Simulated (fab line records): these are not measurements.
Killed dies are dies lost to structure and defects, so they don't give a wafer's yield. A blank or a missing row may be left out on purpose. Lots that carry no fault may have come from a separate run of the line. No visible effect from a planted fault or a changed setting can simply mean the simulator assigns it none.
Which tool is to blame? | flow berkeley cmos170 | Sampling: 7 lots, 21 wafers, 3 of 331 route steps

## WHAT THE GAUGES READ, wafer by wafer
UCB170_SCREENOX_THK_MEAS_02.
lot  | measured     | on            | SCREENOX_OXIDE_THK (nm)
L982 | day 6 07:24  | film metro-02 | 14.10 14.07 14.15
L984 | day 7 11:20  | film metro-01 | 14.84 14.89 14.63
L987 | day 8 01:42  | film metro-02 | 15.04 14.97 15.13
L992 | day 9 04:55  | film metro-03 | 19.86 19.86 19.91
L991 | day 9 04:59  | film metro-01 | 19.68 20.08 19.87
L996 | day 10 09:59 | film metro-03 | 14.37 14.22 14.58
L999 | day 10 09:55 | film metro-02 | 14.21 14.03 14.08

## WHAT TOOL EACH LOT RAN ON (gives the tool, then ch and the chambers of the sampled wafers, and finally the start)
lot  | UCB170_PWELL_STRIP_16               | UCB170_SCREENOX_OXIDATION_01
L982 | plasma asher-02 ch 0,1, day 3 15:52 | furnace-04 ch 0, day 6 05:44
L984 | plasma asher-04 ch 0,1, day 4 12:34 | furnace-02 ch 0, day 7 09:41
L987 | plasma asher-03 ch 0,1, day 5 02:05 | furnace-02 ch 0, day 8 00:02
L992 | plasma asher-02 ch 0,1, day 5 15:19 | furnace-02 ch 0, day 9 03:14
L991 | plasma asher-02 ch 0,1, day 5 15:28 | furnace-02 ch 0, day 9 03:14
L996 | plasma asher-02 ch 0,1, day 7 01:04 | furnace-04 ch 0, day 10 08:14
L999 | plasma asher-03 ch 0,1, day 7 08:52 | furnace-04 ch 0, day 10 08:14
- UCB170_PWELL_STRIP_16: strips in O2.
- UCB170_SCREENOX_OXIDATION_01: target thk 14.4 nm, ox time 2400 s.

## THE ANSWER, worked out from the rows above alone
Rule: usual is defined by the lots themselves. Put in order of their means at a reading, lots are off if they are a third of the lots or fewer, leave a main group of 4 or more, and stand apart from it by a gap of 3 or more times the standard deviation of the main group's means; of several such gaps the widest counts. A main group is skipped when, at the precision printed for the reading in the tables above, its means are all equal. A lot without any number at a reading at which 4 lots or more have one is off too. Any other lot the step has rows for is counted as sound.
Off: L992, L991, seen at UCB170_SCREENOX_THK_MEAS_02 (SCREENOX_OXIDE_THK). Mean 14.49 nm and standard deviation 0.37 in the main group.
If a tool, at a process step before that reading, ran all the lots that are off and no sound lot after the first of them, it fits. Those tools and the gauges at UCB170_SCREENOX_THK_MEAS_02 are tried in the same way. One fits: furnace-02 at UCB170_SCREENOX_OXIDATION_01. A fault onset in the window from L987 (day 8 00:02, its last sound lot) to L991 (day 9 03:14, its first lot off) fits.

## WHAT THE SIMULATOR HAD INSERTED
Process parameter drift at UCB170_SCREENOX_OXIDATION_01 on furnace-02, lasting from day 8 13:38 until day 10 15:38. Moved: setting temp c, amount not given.
Struck lots among those shown: L992, L991. Same finding as the rule above.
